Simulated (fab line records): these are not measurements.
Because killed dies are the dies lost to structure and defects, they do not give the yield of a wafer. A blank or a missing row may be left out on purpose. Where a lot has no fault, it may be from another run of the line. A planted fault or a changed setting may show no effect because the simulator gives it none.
Lot-split experiment	flow berkeleyCmos170	on a route of 331 steps: 5 lots, 23 wafers read

SPLIT DETAILS
At UCB170_NSD_PEB_04, the setting pebTempC was moved away from the recipe's 130 C on 8 of the 23 wafers read, by -2.3% to +1.5%. This setting was run at the recipe's value on the other wafers.

FROM SPLIT TO READING: 1 step shown by the file between the two
- UCB170_NSD_DEVELOP_05: develop time 45 s

THE READING
Shown in nm: cdNm at UCB170_NSD_CD_MEAS_06, with target cd 1200 nm. On this fab line, fault-free wafers typically give 1199.9 nm with a standard deviation of 1.3 nm.

wafer	tool, chamber at the split	pebTempC as run, C	against the recipe	cdNm, nm	against lot-mates on the recipe
L075.1	lithoTrack-01, 0	131.9	+1.5%	1213.5	+12.6
L075.2	lithoTrack-01, 0	130	recipe	1200.6	-
L075.3	lithoTrack-01, 0	131.9	+1.5%	1213.1	+12.2
L075.4	lithoTrack-01, 0	130	recipe	1200.7	-
L075.6	lithoTrack-01, 0	130	recipe	1201.3	-
L080.2	lithoTrack-03, 0	130	recipe	1201.2	-
L080.3	lithoTrack-03, 0	130	recipe	1201.8	-
L080.4	lithoTrack-03, 0	128.8	-0.9%	1192.4	-8.8
L080.5	lithoTrack-03, 0	128.8	-0.9%	1192.1	-9.1
L080.6	lithoTrack-03, 0	130	recipe	1200.6	-
L078.1	lithoTrack-01, 0	127	-2.3%	1174.3	-23.2
L078.2	lithoTrack-01, 0	130	recipe	1197.7	-
L078.3	lithoTrack-01, 0	127	-2.3%	1174.6	-22.9
L078.4	lithoTrack-01, 0	130	recipe	1197.8	-
L078.6	lithoTrack-01, 0	130	recipe	1197.0	-
L082.1	lithoTrack-03, 0	131.5	+1.2%	1210.2	+10.1
L082.2	lithoTrack-03, 0	130	recipe	1199.9	-
L082.3	lithoTrack-03, 0	130	recipe	1200.3	-
L082.4	lithoTrack-03, 0	131.5	+1.2%	1210.1	+10.0
L082.6	lithoTrack-03, 0	130	recipe	1200.1	-
L081.1	lithoTrack-03, 0	130	recipe	1198.5	-
L081.2	lithoTrack-03, 0	130	recipe	1198.3	-
L081.3	lithoTrack-03, 0	130	recipe	1198.2	-

FIT RESULTS
A straight line over all 23 wafers: cdNm changes by +10 nm for each +1% of pebTempC; r = +0.99; the points scatter about the line by 1.6 nm.
The same after taking each lot's own level away (the mean of its wafers on the recipe; 23 wafers): +9.44 nm for each +1%; r = +1.00; scatter 0.61 nm.
On that fit, the largest move of pebTempC shifts the reading by 22 nm.
Measured against the standard deviation above, the lots' own levels, which go from 1197.50 to 1201.20 nm, span 2.8 times it.
So the lot-to-lot level changes the slope little: the two slopes agree.
Check: -21.6 nm against its lot-mates is what the line predicts for one of the wafers moved furthest among these (-2.3%) when that wafer is left out of the fit. Against them it came out at -23.2 nm.

OTHER SPLITS APPLIED TO THESE WAFERS
These wafers also went through other splits before the reading. Each is held against what the fit with the lots' levels taken away leaves over:
other split on the same wafers	wafers away from the commonest value	r with cdNm (lot level and that fit taken away)
UCB170_PSD_IMPLANT_08 doseCm2	9	+0.56

THE FILE'S OWN FIT
cdNm changes by +9.45 nm for each +1% of pebTempC, r = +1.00.
